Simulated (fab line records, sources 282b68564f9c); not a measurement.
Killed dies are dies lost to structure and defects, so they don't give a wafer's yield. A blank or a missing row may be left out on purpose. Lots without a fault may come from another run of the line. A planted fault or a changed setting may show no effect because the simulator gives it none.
A struck lot beside a sound one | flow rit_cmos | 15 steps out of a route of 202
Sound: wafers L672.1, L672.4, L672.6. Struck: wafers L690.2, L690.4, L690.6. The cause comes at the end.
At each step with rows: each side's tool, then ch and its chambers, then its first start. Under that, the readings that differ: sound wafers | struck wafers | difference of the means | sigmas: that difference in standard deviations of wafers without a fault.
alike: readings whose means differ by less than 2 such deviations, and words and numbers that are the same on both sides. not compared: withheld readings, readings that some wafer has no value for, bounds like >300 that may hide the same value, and numbers for which the record gives no deviation and whose values overlap.
The two part at a step that has a row with sigmas, a row that says differs or no value, or rows on one side only. Numbers that don't overlap but have no deviation are shown without sigmas and don't part them. A reading that every wafer of one side lacks parts them only if that side has two wafers or more.

first, 3 steps without rows for these wafers: RIT_REOX_CLEAN_01 (cleans in dHF, time 30 s); RIT_REOX_CLEAN_02 (cleans in SC2, time 600 s); RIT_REOX_OXIDATION_03 (target thk 25.2 nm, ox time 5580 s).
RIT_REOX_THK_MEAS_04:
  sound on film_metro-01, day 3 13:20; struck on film_metro-04, day 7 14:29
  reading             | sound          | struck         | difference | sigmas
  REOX_OXIDE_THK (nm) | 24.7 24.8 24.3 | 25.4 25.8 25.8 | +1.1       | +2
then, 6 steps without rows for these wafers: RIT_NLDD_HMDS_00 (prime time 60 s); RIT_NLDD_COAT_01 (resist thk 1000 nm); RIT_NLDD_SOFTBAKE_02 (time 60 s); RIT_NLDD_EXPOSE_03 (exposes mask M7, target cd 40700 nm); RIT_NLDD_PEB_04; RIT_NLDD_DEVELOP_05 (develop time 50 s).
RIT_NLDD_OVL_MEAS_06:
  sound on overlay-01, day 3 14:15; struck on overlay-01, day 7 15:31
  alike: NLDD_OVL
then, 1 step without rows for these wafers: RIT_NLDD_HARDBAKE_07 (time 60 s).
RIT_NLDD_IMPLANT_08:
  sound on implanter-04 ch 0, day 3 14:26; struck on implanter-01 ch 0, day 7 15:43
  reading                   | sound                | struck               | difference | sigmas
  beam_energy_keV           | 20.001 19.991 19.997 | 19.656 19.649 19.646 | -0.346     | -62
  model.implant.drp_nm (nm) | 12.97 12.97 12.97    | 12.83 12.83 12.83    | -0.14      |
RIT_NLDD_STRIP_09: strips in O2, time 180 s.
  sound on plasma_asher-03 ch 1, day 3 14:35; struck on plasma_asher-01 ch 0,1, day 7 15:50
  reading             | sound          | struck         | difference | sigmas
  o2_flow_sccm (sccm) | 4030 4010 4014 | 3999 4001 3978 | -25        | -2
  alike: drypump_motor_current_A
  not compared: rf_hours_counter_h
RIT_M1_PROBE_99:
  sound on prober-01, day 4 07:03; struck on prober-01, day 8 09:35
  reading            | sound | struck | difference | sigmas
  killed_at_M0_to_M3 | 0 0 0 | 0 1 0  | +0         | +2
  alike: killed_at_contacts, killed_at_front_end, killed_dies, killed_open, killed_short

WHERE THEY PART
First at RIT_REOX_THK_MEAS_04; last, within this record, at RIT_M1_PROBE_99.

WHY: what the simulator had put in
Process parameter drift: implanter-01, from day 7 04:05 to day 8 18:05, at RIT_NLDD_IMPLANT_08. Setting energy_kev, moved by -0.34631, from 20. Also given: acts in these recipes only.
